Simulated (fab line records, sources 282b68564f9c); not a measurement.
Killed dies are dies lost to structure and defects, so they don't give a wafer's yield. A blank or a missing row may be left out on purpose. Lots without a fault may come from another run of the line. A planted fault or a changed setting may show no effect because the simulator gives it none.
Tool commonality check | flow rit_cmos | 14 lots, 42 wafers sampled

WHY IT WAS OPENED
At RIT_NLDD_TW_MEAS_10 the reading NLDD_TW is flagged on 2 of 14 lots. Wafers without a fault read 2489, standard deviation 22.
Rule: a lot is flagged when every wafer of it that has a number lies more than 4 standard deviations from that mean, or none has a number. The other lots count as sound.

lot  | measured    | on            | NLDD_TW, wafer by wafer | flag
L141 | day 2 20:00 | film_metro-03 | 2524 2522 2515          |
L142 | day 3 01:53 | film_metro-03 | 2513 2512 2522          |
L143 | day 3 05:40 | film_metro-01 | 2483 2503 2494          |
L144 | day 3 10:26 | film_metro-01 | 2506 2495 2487          |
L146 | day 3 22:26 | film_metro-01 | 2492 2494 2479          |
L148 | day 4 07:40 | film_metro-02 | 2441 2455 2445          |
L150 | day 4 20:21 | film_metro-01 | 2486 2486 2499          |
L151 | day 5 03:59 | film_metro-03 | 2514 2528 2521          |
L153 | day 5 16:34 | film_metro-01 | 2469 2467 2469          |
L156 | day 6 08:02 | film_metro-03 | 2506 2496 2483          |
L157 | day 6 11:36 | film_metro-03 | 2501 2491 2495          |
L161 | day 7 04:55 | film_metro-03 | 2726 2729 2731          | FLAGGED
L162 | day 7 13:21 | film_metro-03 | 2499 2498 2483          |
L163 | day 7 17:52 | film_metro-03 | 2726 2714 2710          | FLAGGED
The numbers of the flagged lots are 2723 on average: +234 against the usual, or +11 standard deviations.

WHICH TOOL RAN EACH LOT
The record holds 1 process step before the reading, out of a route of 202 steps. In each cell: the tool, then ch and the chambers that the sampled wafers went through, then the start.
lot  | flag    | RIT_NLDD_IMPLANT_08
L141 |         | implanter-01 ch 0, day 2 19:40
L142 |         | implanter-04 ch 0, day 3 01:34
L143 |         | implanter-01 ch 0, day 3 05:20
L144 |         | implanter-04 ch 0, day 3 10:07
L146 |         | implanter-04 ch 0, day 3 22:08
L148 |         | implanter-04 ch 0, day 4 07:21
L150 |         | implanter-02 ch 0, day 4 20:01
L151 |         | implanter-02 ch 0, day 5 03:40
L153 |         | implanter-01 ch 0, day 5 16:14
L156 |         | implanter-01 ch 0, day 6 07:44
L157 |         | implanter-01 ch 0, day 6 11:17
L161 | FLAGGED | implanter-01 ch 0, day 7 04:37
L162 |         | implanter-02 ch 0, day 7 13:04
L163 | FLAGGED | implanter-01 ch 0, day 7 17:32
What these steps do:
- RIT_NLDD_IMPLANT_08
- RIT_NLDD_TW_MEAS_10

FLAGGED OVER TOTAL, TOOL BY TOOL (the gauges that took the reading come last)
step                | tool          | lots run | flagged | share of the flagged lots | sound lots run after its first flagged lot
RIT_NLDD_IMPLANT_08 | implanter-01  | 7        | 2       | all                       | 0
RIT_NLDD_IMPLANT_08 | implanter-02  | 3        | 0       | none                      | -
RIT_NLDD_IMPLANT_08 | implanter-04  | 4        | 0       | none                      | -
RIT_NLDD_TW_MEAS_10 | film_metro-01 | 5        | 0       | none                      | -
RIT_NLDD_TW_MEAS_10 | film_metro-02 | 1        | 0       | none                      | -
RIT_NLDD_TW_MEAS_10 | film_metro-03 | 8        | 2       | all                       | 1 (L162)

WHAT THE TABLE ALLOWS
2 rows of the table ran every flagged lot: implanter-01 at RIT_NLDD_IMPLANT_08, film_metro-03 at RIT_NLDD_TW_MEAS_10.
- implanter-01 at RIT_NLDD_IMPLANT_08: 2 of its 7 lots flagged. Its last sound lot is L157 (day 6 11:17), its first flagged lot L161 (day 7 04:37): a fault that began between those two fits. Its own readings lie more than 4 standard deviations out on every wafer of the flagged lots: dose_ions_cm2, faraday_current_uA.
- film_metro-03 at RIT_NLDD_TW_MEAS_10: 2 of its 8 lots flagged. Sound lots ran on it after the first flagged one (L162), which a lasting fault on the whole tool wouldn't allow.
One tool is left: implanter-01 at RIT_NLDD_IMPLANT_08.

WHAT THE SIMULATOR HAD PUT IN
Process parameter drift: implanter-01, from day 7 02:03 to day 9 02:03, at RIT_NLDD_IMPLANT_08. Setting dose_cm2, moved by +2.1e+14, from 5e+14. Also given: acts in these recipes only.
Lots struck among those shown: L161, L163. The rule above found the same.
